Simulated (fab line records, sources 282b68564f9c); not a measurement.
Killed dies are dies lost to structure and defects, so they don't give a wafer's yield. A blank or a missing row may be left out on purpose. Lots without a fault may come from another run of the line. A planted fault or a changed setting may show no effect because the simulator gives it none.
fab line records | flow rit_cmos
record lots=6 wafers=18 last_day=7
route steps=202 shown ACTIVE@1 FOX1@20 FOX2@23 M1@202
lots that met no fault: from a run of the same line without faults
start_h: hours from the record's first day to the start of the lot's first wafer shown | wait_h: hours since the lot's step before | " the same as in the row above | L1.1+2: a row that stands for several wafers | - no value, or no start given | * or withheld: withheld | < > ~ a bound
route shown NAME@n: a module of which the file shows steps, and the number in the route of the first | usual: mean/standard deviation of fault-free wafers | same: alike in all rows | chamber/n: place in a boat | sites: the reading at each site | _std_site: their standard deviation | _edge_site: outer sites' mean less inner sites' | radius_mm: how far each site lies from the wafer's centre | mask NAME#n: copy n | behind: the tool/chamber that last shaped the wafer | hold: why the lot was held/for how many hours/how that ended | device: the transistor (n, p or np) that didn't switch | end of line: the same wafers' tests at the end of the route | a step without rows: its recipe alone | killed: dies lost to structure and defects at the first sort, not the wafer's yield | map: a wafer's dies, x killed, . not, _ none there
set.NAME: the setting as run; set.NAME@STEP: as run at that earlier step | model.NAME: the simulator's own value behind a step, which no gauge read
lots at some steps of the route; a table a step, a row a wafer
services: from which hour (start_h, from the record's first day; less than 0 if before it) a tool's chamber was out of use, for how many hours, and why
## steps
# step RIT_ACTIVE_BOW_MEAS_00
# recipe mode=bow
# usual INCOMING_BOW=0/6.8
# columns lot.wafer tool chamber start_h wait_h INCOMING_BOW[um]
L250.1 film_metro-03 - 30.00 - -1
L250.4 " - " " 4
L250.6 " - " " -3
L254.2 film_metro-04 - 50.02 - -5
L254.3 " - " " -10
L254.6 " - " " 0
L260.1 film_metro-03 - 80.00 - 10
L260.3 " - " " -4
L260.4 " - " " 7
L261.1 film_metro-01 - 85.00 - -5
L261.4 " - " " -5
L261.6 " - " " -9
L262.1 film_metro-04 - 90.00 - -12
L262.3 " - " " 5
L262.6 " - " " -9
L267.3 film_metro-03 - 115.04 - 8
L267.4 " - " " 10
L267.6 " - " " 4
# step RIT_ACTIVE_OXIDATION_01
# recipe temp_c=1004 ambient=O2 target_thk_a=468 ox_time_s=3360
# usual ox_time_s=3360/0 spike_tc_source_C=1029.2/1.5 tube_center_temp_C_max=1006.6/0.41 zone_power_source_pct=36.7/2.6
# columns lot.wafer tool chamber start_h wait_h ox_time_s spike_tc_source_C tube_center_temp_C_max zone_power_source_pct model.SiO2_of_ACTIVE_OXIDATION_01.thk_nm
L250.1 furnace-03 0 30.14 0.1 3360 1029.5 1006.9 36.1 49.16
L250.4 " 0 " " 3360 1032.2 1006.6 35.9 49.29
L250.6 " 0 " " 3360 1030.6 1006.2 35.9 49.87
L254.2 furnace-03 0 50.89 0.8 3360 1029.0 1006.7 36.0 47.78
L254.3 " 0 " " 3360 1028.6 1006.0 36.4 48.01
L254.6 " 0 " " 3360 1028.9 1006.2 35.8 47.95
L260.1 furnace-03 0 80.46 0.4 2688 1030.7 1005.9 35.5 42.05
L260.3 " 0 " " 2688 1029.5 1006.4 36.4 41.67
L260.4 " 0 " " 2688 1030.5 1007.2 35.9 42
L261.1 furnace-03 0 85.12 0.1 2688 1031.2 1006.1 35.2 41.04
L261.4 " 0 " " 2688 1029.6 1006.7 35.5 41.33
L261.6 " 0 " " 2688 1030.7 1006.8 35.4 41.22
L262.1 furnace-02 0 90.12 0.1 3360 1028.2 1006.4 41.7 47.46
L262.3 " 0 " " 3360 1028.4 1006.5 41.1 48.54
L262.6 " 0 " " 3360 1029.6 1006.7 40.5 48.24
L267.3 furnace-02 0 115.12 0.1 3360 1029.7 1007.5 40.8 49.58
L267.4 " 0 " " 3360 1028.8 1006.7 41.3 49.24
L267.6 " 0 " " 3360 1028.0 1006.2 41.4 49.5
# step RIT_ACTIVE_THK_MEAS_02
# recipe reads=SiO2_of_ACTIVE_OXIDATION_01
# usual ACTIVE_OXIDE_THK=48.6/1
# columns lot.wafer tool chamber start_h wait_h hold ACTIVE_OXIDE_THK[nm]
L250.1 film_metro-01 - 32.08 0.0 - 49.1
L250.4 " - " " - 49.3
L250.6 " - " " - 49.9
L254.2 film_metro-03 - 52.83 0.0 - 47.8
L254.3 " - " " - 48.0
L254.6 " - " " - 47.9
L260.1 film_metro-01 - 82.40 0.0 await_dispo/0.2h/release 42.0
L260.3 " - " " await_dispo/0.2h/release 41.7
L260.4 " - " " await_dispo/0.2h/release 42.0
L260.1 film_metro-01 - 82.62 0.2 - 42.0
L260.3 " - " " - 41.7
L260.4 " - " " - 42.0
L261.1 film_metro-01 - 87.05 0.0 await_dispo/0.2h/release 41.1
L261.4 " - " " await_dispo/0.2h/release 41.3
L261.6 " - " " await_dispo/0.2h/release 41.2
L261.1 film_metro-01 - 87.28 0.2 - 41.0
L261.4 " - " " - 41.3
L261.6 " - " " - 41.2
L262.1 film_metro-04 - 92.05 0.0 - 47.5
L262.3 " - " " - 48.5
L262.6 " - " " - 48.3
L267.3 film_metro-03 - 117.07 0.0 - 49.6
L267.4 " - " " - 49.2
L267.6 " - " " - 49.5
# step RIT_ACTIVE_THK_MEAS_04
# recipe reads=Si3N4_of_ACTIVE_CVD_03
# usual ACTIVE_NITRIDE_THK=149.9/1.6
# columns lot.wafer tool chamber start_h wait_h ACTIVE_NITRIDE_THK[nm]
L250.1 film_metro-01 - 33.55 0.0 149.6
L250.4 " - " " 149.1
L250.6 " - " " 150.2
L254.2 film_metro-01 - 55.02 0.0 148.8
L254.3 " - " " 147.7
L254.6 " - " " 148.7
L260.1 film_metro-04 - 85.42 0.0 148.6
L260.3 " - " " 149.4
L260.4 " - " " 150.8
L261.1 film_metro-01 - 90.41 0.0 151.7
L261.4 " - " " 150.7
L261.6 " - " " 151.0
L262.1 film_metro-04 - 93.53 0.0 148.2
L262.3 " - " " 148.5
L262.6 " - " " 148.7
L267.3 film_metro-01 - 118.55 0.0 147.0
L267.4 " - " " 147.0
L267.6 " - " " 148.4
# step RIT_ACTIVE_HMDS_05
# recipe prime_time_s=60 prime_temp_c=140
# step RIT_ACTIVE_COAT_06
# recipe resist=NOVOLAK spin_rpm=3205 resist_thk_nm=1000
# step RIT_ACTIVE_SOFTBAKE_07
# recipe resist=NOVOLAK temp_c=90 time_s=60
# step RIT_ACTIVE_EXPOSE_08
# recipe mask_id=M1 na=0.6 source_shape=conventional sigma_outer=0.6 target_cd_nm=1400 dose_mj=225
# step RIT_ACTIVE_PEB_09
# recipe resist=NOVOLAK temp_c=withheld time_s=withheld
# step RIT_ACTIVE_DEVELOP_10
# recipe resist=NOVOLAK develop_time_s=50 dev_temp_c=23
# step RIT_ACTIVE_CD_MEAS_11
# recipe target_cd_nm=1400
# usual cd_nm=1400.1/2.3
# columns lot.wafer tool chamber start_h wait_h cd_nm
L250.1 cd_sem-02 - 34.46 - 1397.1
L250.4 " - " " 1398.0
L250.6 " - " " 1399.0
L254.2 cd_sem-01 - 56.06 - 1399.8
L254.3 " - " " 1400.9
L254.6 " - " " 1402.2
L260.1 cd_sem-01 - 86.65 - 1402.3
L260.3 " - " " 1397.9
L260.4 " - " " 1397.2
L261.1 cd_sem-01 - 91.75 - 1399.7
L261.4 " - " " 1401.0
L261.6 " - " " 1398.8
L262.1 cd_sem-02 - 94.65 - 1397.0
L262.3 " - " " 1399.4
L262.6 " - " " 1396.5
L267.3 cd_sem-02 - 119.48 - 1401.3
L267.4 " - " " 1404.3
L267.6 " - " " 1402.4
# step RIT_ACTIVE_HARDBAKE_12
# recipe resist=NOVOLAK temp_c=140 time_s=60
# step RIT_ACTIVE_ETCH_13
# recipe stop_on=SiO2 chemistry=SF6 target=Si3N4 time_s=210 over_etch_frac=0.4 SF6_flow_sccm=200 pressure_mtorr=260 rf_w=125 target_depth_a=2100
# usual drypump_motor_current_A=5.6/0.47 oes_product_au=0.817/0.011 rf_fwd_power_W=124.6/0.37 throttle_valve_pct=7.46/0.14
# columns lot.wafer tool chamber start_h wait_h drypump_motor_current_A oes_product_au rf_fwd_power_W rf_hours_counter_h throttle_valve_pct
L250.1 rie_diel-03 0 34.73 0.1 5.9 0.812 124.4 6 7.38
L250.4 " 0 " " 5.9 0.814 124.1 - 7.41
L250.6 " 2 " " 5.3 0.821 124.2 - 7.50
L254.2 rie_diel-02 0 56.31 0.1 5.7 0.820 125.0 144 7.75
L254.3 " 2 " " 5.9 0.817 124.9 5 7.44
L254.6 " 1 " " 5.8 0.834 124.2 - 7.42
L260.1 rie_diel-02 1 86.99 0.1 5.8 0.835 124.5 116 7.40
L260.3 " 0 " " 5.7 0.822 125.1 145 7.75
L260.4 " 3 " " 6.8 0.818 124.1 91 7.44
L261.1 rie_diel-03 1 92.02 0.1 5.4 0.810 124.4 5 7.34
L261.4 " 3 " " 5.4 0.830 123.5 1 7.32
L261.6 " 2 " " 5.3 0.824 124.4 - 7.50
L262.1 rie_diel-01 3 94.92 0.1 5.7 0.800 124.6 58 7.34
L262.3 " 0 " " 5.5 0.801 125.0 126 7.28
L262.6 " 0 " " 5.5 0.800 124.4 - 7.25
L267.3 rie_diel-03 3 119.71 0.1 5.4 0.813 125.3 1 7.32
L267.4 " 1 " " 5.4 0.799 124.4 5 7.35
L267.6 " 2 " " 5.4 0.807 124.6 - 7.49
# step RIT_ACTIVE_STRIP_14
# recipe chemistry=O2 time_s=180 resist=NOVOLAK platen_temp_c=withheld power_w=500 pressure_mtorr=4000 o2_flow_sccm=4000
# usual drypump_motor_current_A=5.4/0.33
# columns lot.wafer tool chamber start_h wait_h drypump_motor_current_A rf_hours_counter_h
L250.1 plasma_asher-04 1 34.87 0.1 5.4 37
L250.4 " 1 " " 5.4 -
L250.6 " 0 " " 5.0 -
L254.2 plasma_asher-04 1 56.44 0.1 5.4 40
L254.3 " 1 " " 5.5 -
L254.6 " 1 " " 5.4 -
L260.1 plasma_asher-04 0 87.12 0.1 5.0 45
L260.3 " 1 " " 5.4 -
L260.4 " 0 " " 5.0 -
L261.1 plasma_asher-04 0 92.15 0.1 5.0 45
L261.4 " 0 " " 5.0 -
L261.6 " 1 " " 5.4 -
L262.1 plasma_asher-01 0 95.05 0.1 5.8 47
L262.3 " 1 " " 5.1 -
L262.6 " 1 " " 5.1 -
L267.3 plasma_asher-02 1 119.90 0.1 5.5 -
L267.4 " 0 " " 6.1 -
L267.6 " 0 " " 6.1 -
# step RIT_ACTIVE_CD_MEAS_90
# recipe target_cd_nm=1400
# usual cd_nm=1400.1/2.3
# columns lot.wafer tool chamber start_h wait_h cd_nm
L250.1 cd_sem-01 - 35.04 0.1 1397.1
L250.4 " - " " 1398.0
L250.6 " - " " 1398.4
L254.2 cd_sem-02 - 56.64 0.1 1399.4
L254.3 " - " " 1401.2
L254.6 " - " " 1402.4
L260.1 cd_sem-01 - 87.33 0.1 1402.1
L260.3 " - " " 1396.8
L260.4 " - " " 1396.5
L261.1 cd_sem-02 - 92.37 0.2 1399.8
L261.4 " - " " 1400.8
L261.6 " - " " 1398.4
L262.1 cd_sem-02 - 95.22 0.1 1396.9
L262.3 " - " " 1399.8
L262.6 " - " " 1396.4
L267.3 cd_sem-01 - 120.06 0.1 1401.2
L267.4 " - " " 1404.4
L267.6 " - " " 1402.7
# step RIT_ACTIVE_CLEAN_15
# recipe chemistry=SC1 mix=3:3:50 time_s=600 temp_c=75
# step RIT_ACTIVE_CLEAN_16
# recipe chemistry=dHF dilution=50:1 time_s=30
# step RIT_ACTIVE_CLEAN_17
# recipe chemistry=SC2 mix=3:3:50 time_s=600 temp_c=75 dry=n2_spin
# step RIT_FOX1_OXIDATION_00
# recipe temp_c=1100 ambient=H2O target_thk_a=3507 p_h2o_torr=720 ox_time_s=1130
# step RIT_FOX1_THK_MEAS_01
# recipe reads=SiO2_of_FOX1_OXIDATION_00
# usual FOX1_OXIDE_THK=349/6.6
# columns lot.wafer tool chamber start_h wait_h FOX1_OXIDE_THK[nm]
L250.1 film_metro-04 - 38.43 0.0 341
L250.4 " - " " 348
L250.6 " - " " 338
L254.2 film_metro-02 - 58.76 0.0 356
L254.3 " - " " 349
L254.6 " - " " 350
L260.1 film_metro-02 - 89.84 0.0 358
L260.3 " - " " 368
L260.4 " - " " 357
L261.1 film_metro-02 - 94.18 0.0 355
L261.4 " - " " 359
L261.6 " - " " 352
L262.1 film_metro-02 - 97.04 0.0 353
L262.3 " - " " 352
L262.6 " - " " 351
L267.3 film_metro-01 - 121.85 0.0 342
L267.4 " - " " 346
L267.6 " - " " 345
# step RIT_FOX1_WET_ETCH_02
# recipe chemistry=BOE target_depth_nm=350 time_s=377.4 temp_c=21.5 dry=n2_spin dilution=10:1 target=SiO2
# step RIT_FOX2_OXIDATION_00
# recipe temp_c=1100 ambient=H2O target_thk_a=3507 p_h2o_torr=720 ox_time_s=1130
# step RIT_FOX2_THK_MEAS_01
# recipe reads=SiO2_of_FOX2_OXIDATION_00
# usual FOX2_OXIDE_THK=348/5.5
# columns lot.wafer tool chamber start_h wait_h FOX2_OXIDE_THK[nm]
L250.1 film_metro-03 - 39.99 0.0 334
L250.4 " - " " 346
L250.6 " - " " 347
L254.2 film_metro-04 - 60.26 0.0 344
L254.3 " - " " 347
L254.6 " - " " 344
L260.1 film_metro-03 - 91.33 0.0 348
L260.3 " - " " 344
L260.4 " - " " 350
L261.1 film_metro-02 - 95.68 0.0 361
L261.4 " - " " 353
L261.6 " - " " 354
L262.1 film_metro-04 - 98.86 0.0 342
L262.3 " - " " 346
L262.6 " - " " 343
L267.3 film_metro-02 - 123.39 0.0 360
L267.4 " - " " 358
L267.6 " - " " 354
# step RIT_FOX2_CLEAN_02
# recipe chemistry=dHF dilution=50:1 time_s=180
# step RIT_FOX2_WET_ETCH_03
# recipe chemistry=H3PO4 target=Si3N4 target_depth_nm=195 temp_c=165 time_s=2700
# columns lot.wafer tool chamber start_h wait_h model.SiO2_of_ACTIVE_OXIDATION_01.thk_nm
L250.1 wet_bench-01 2 40.11 0.0 43.78
L250.4 " 2 " " 43.91
L250.6 " 2 " " 44.41
L254.2 wet_bench-01 1 60.37 0.0 42.08
L254.3+6 " 1 " " 42.33
L260.1+4 wet_bench-01 1 91.51 0.1 37.32
L260.3 " 1 " " 36.91
L261.1 wet_bench-03 3 95.98 0.0 36.53
L261.4 " 3 " " 36.78
L261.6 " 3 " " 36.69
L262.1 wet_bench-03 2 98.98 0.0 42.35
L262.3 " 2 " " 43.28
L262.6 " 2 " " 43.04
L267.3 wet_bench-04 1 123.49 0.0 44.04
L267.4 " 1 " " 43.76
L267.6 " 1 " " 43.96
# step RIT_FOX2_THK_MEAS_90
# recipe reads=SiO2_of_FOX2_OXIDATION_00
# usual FIELD_OXIDE_LEFT_1_THK=320/5.5
# columns lot.wafer tool chamber start_h wait_h FIELD_OXIDE_LEFT_1_THK[nm]
L250.1 film_metro-03 - 40.87 0.0 306
L250.4 " - " " 319
L250.6 " - " " 319
L254.2 film_metro-03 - 61.14 0.0 316
L254.3 " - " " 319
L254.6 " - " " 316
L260.1 film_metro-03 - 92.26 0.0 320
L260.3 " - " " 317
L260.4 " - " " 323
L261.1 film_metro-02 - 96.80 0.0 334
L261.4 " - " " 325
L261.6 " - " " 327
L262.1 film_metro-02 - 99.81 0.0 315
L262.3 " - " " 318
L262.6 " - " " 316
L267.3 film_metro-04 - 124.27 0.0 333
L267.4 " - " " 331
L267.6 " - " " 326
# step RIT_M1_PROBE_99
# usual killed_at_M0_to_M3=0.0/0.16 killed_at_contacts=0.1/0.25 killed_at_front_end=7/3.2 killed_dies=7/3.2 killed_open=3.5/2.1 killed_short=3.5/2.1
# same gross_dies=264 killed_at_M4_up=0 killed_at_back_side=0 killed_at_other=0
# columns lot.wafer tool chamber start_h wait_h killed_at_M0_to_M3 killed_at_contacts killed_at_front_end killed_dies killed_open killed_short
L250.1 prober-02 - 82.94 0.1 0 0 14 14 6 8
L250.4 prober-02 - 83.09 0.2 0 0 11 11 5 6
L250.6 prober-02 - 83.19 0.2 0 0 7 7 3 4
L260.1 prober-01 - 134.07 0.1 0 0 5 5 3 2
L260.3 prober-01 - 134.17 0.2 0 0 7 7 2 5
L260.4 prober-01 - 134.22 0.2 0 0 8 8 6 2
L262.1 prober-01 - 137.96 0.1 0 0 6 6 3 3
L262.3 prober-01 - 138.06 0.2 0 0 7 7 3 4
L262.6 prober-01 - 138.21 0.2 0 0 4 4 2 2
# killed by level:class
L250.1 FOX1:geometric_particle:open=3 FOX1:geometric_particle:short=3 GATE:geometric_particle:open=2 SPACER:geometric_particle:short=2 SILICIDE:geometric_particle:short=2 GATE:geometric_particle:short=1 SPACER:geometric_particle:open=1
L250.4 FOX1:geometric_particle:open=3 FOX1:geometric_particle:short=2 SPACER:geometric_particle:short=2 GATE:geometric_particle:short=1 GATE:geometric_particle:open=1 REOX:geometric_particle:short=1 SILICIDE:geometric_particle:open=1
L250.6 GATE:geometric_particle:short=2 GATE:geometric_particle:open=2 FOX1:geometric_particle:open=1 FOX1:geometric_particle:short=1 REOX:geometric_particle:short=1
L260.1 FOX1:geometric_particle:open=2 GATE:geometric_particle:open=1 GATE:geometric_particle:short=1 SPACER:geometric_particle:short=1
L260.3 FOX1:geometric_particle:short=3 FOX1:geometric_particle:open=1 GATE:geometric_particle:open=1 REOX:geometric_particle:short=1 SPACER:geometric_particle:short=1
L260.4 FOX1:geometric_particle:open=2 SPACER:geometric_particle:open=2 GATE:geometric_particle:short=1 GATE:geometric_particle:open=1 SILICIDE:geometric_particle:short=1 SILICIDE:geometric_particle:open=1
L262.1 GATE:geometric_particle:open=2 REOX:geometric_particle:short=2 FOX1:geometric_particle:short=1 SILICIDE:geometric_particle:open=1
L262.3 GATE:geometric_particle:short=4 GATE:geometric_particle:open=2 REOX:geometric_particle:open=1
L262.6 FOX1:geometric_particle:short=1 FOX1:geometric_particle:open=1 FOX2:geometric_particle:short=1 FOX2:geometric_particle:open=1
## services
# columns tool chamber start_h hours kind
rie_diel-01 1 10.43 3.6 repair
plasma_asher-04 - 14.78 0.4 repair
rie_diel-03 3 18.26 - clean
rie_diel-03 3 18.26 17.1 scheduled_down
rie_diel-03 3 18.26 17.1 vent_cycle
rie_diel-01 3 44.64 1.5 repair
furnace-02 - 46.62 4.3 pm
plasma_asher-02 - 60.59 2.8 repair
rie_diel-02 - 81.22 0.2 repair
furnace-02 - 93.25 4.3 pm
plasma_asher-02 - 108.92 9.0 pm
plasma_asher-02 0 108.92 9.0 vent_cycle
plasma_asher-02 1 108.92 9.0 vent_cycle
rie_diel-02 3 111.14 5.3 repair
rie_diel-01 - 111.62 2.8 pm
rie_diel-01 0 114.40 5.0 repair
furnace-03 - 116.42 3.4 pm
plasma_asher-02 0 117.92 - clean
plasma_asher-02 1 117.92 - clean
rie_diel-03 1 120.28 4.0 repair
## key
first_sign step=RIT_ACTIVE_OXIDATION_01 reading=ox_time_s direction=down sigmas=99+ usual=* struck=*
effect step=RIT_ACTIVE_THK_MEAS_02 reading=visit direction=added
effect step=RIT_ACTIVE_THK_MEAS_02 reading=ACTIVE_OXIDE_THK direction=down sigmas=7 usual=48.6 struck=41.5
model_effect step=RIT_ACTIVE_OXIDATION_01 value=SiO2_of_ACTIVE_OXIDATION_01.thk_nm without=47.91 struck=41.55
model_effect step=RIT_FOX2_WET_ETCH_03 value=SiO2_of_ACTIVE_OXIDATION_01.thk_nm without=42.58 struck=36.92
met_at RIT_ACTIVE_OXIDATION_01
struck_wafers L260.1,L260.3,L260.4,L261.1,L261.4,L261.6
rows_end L261.1,L261.4,L261.6
tester_left_out L260
onset_between 50.89 80.46
fault kind=process_parameter_drift tool=furnace-03 chamber=- onset_h=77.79 steps=RIT_ACTIVE_OXIDATION_01 channel=ox_time_s offset=* shape=step end_h=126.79 acts_in=* stated=*
# tester_left_out: of these lots the tester's yield and bins aren't shown, on N5 and GAA mostly nor the transistor test; their killed dies are dies lost to structure and defects alone, not to doping, threshold or leakage, so they don't give the yield
# rows_end: these wafers met a further fault down the route, and their rows from its step on are left out
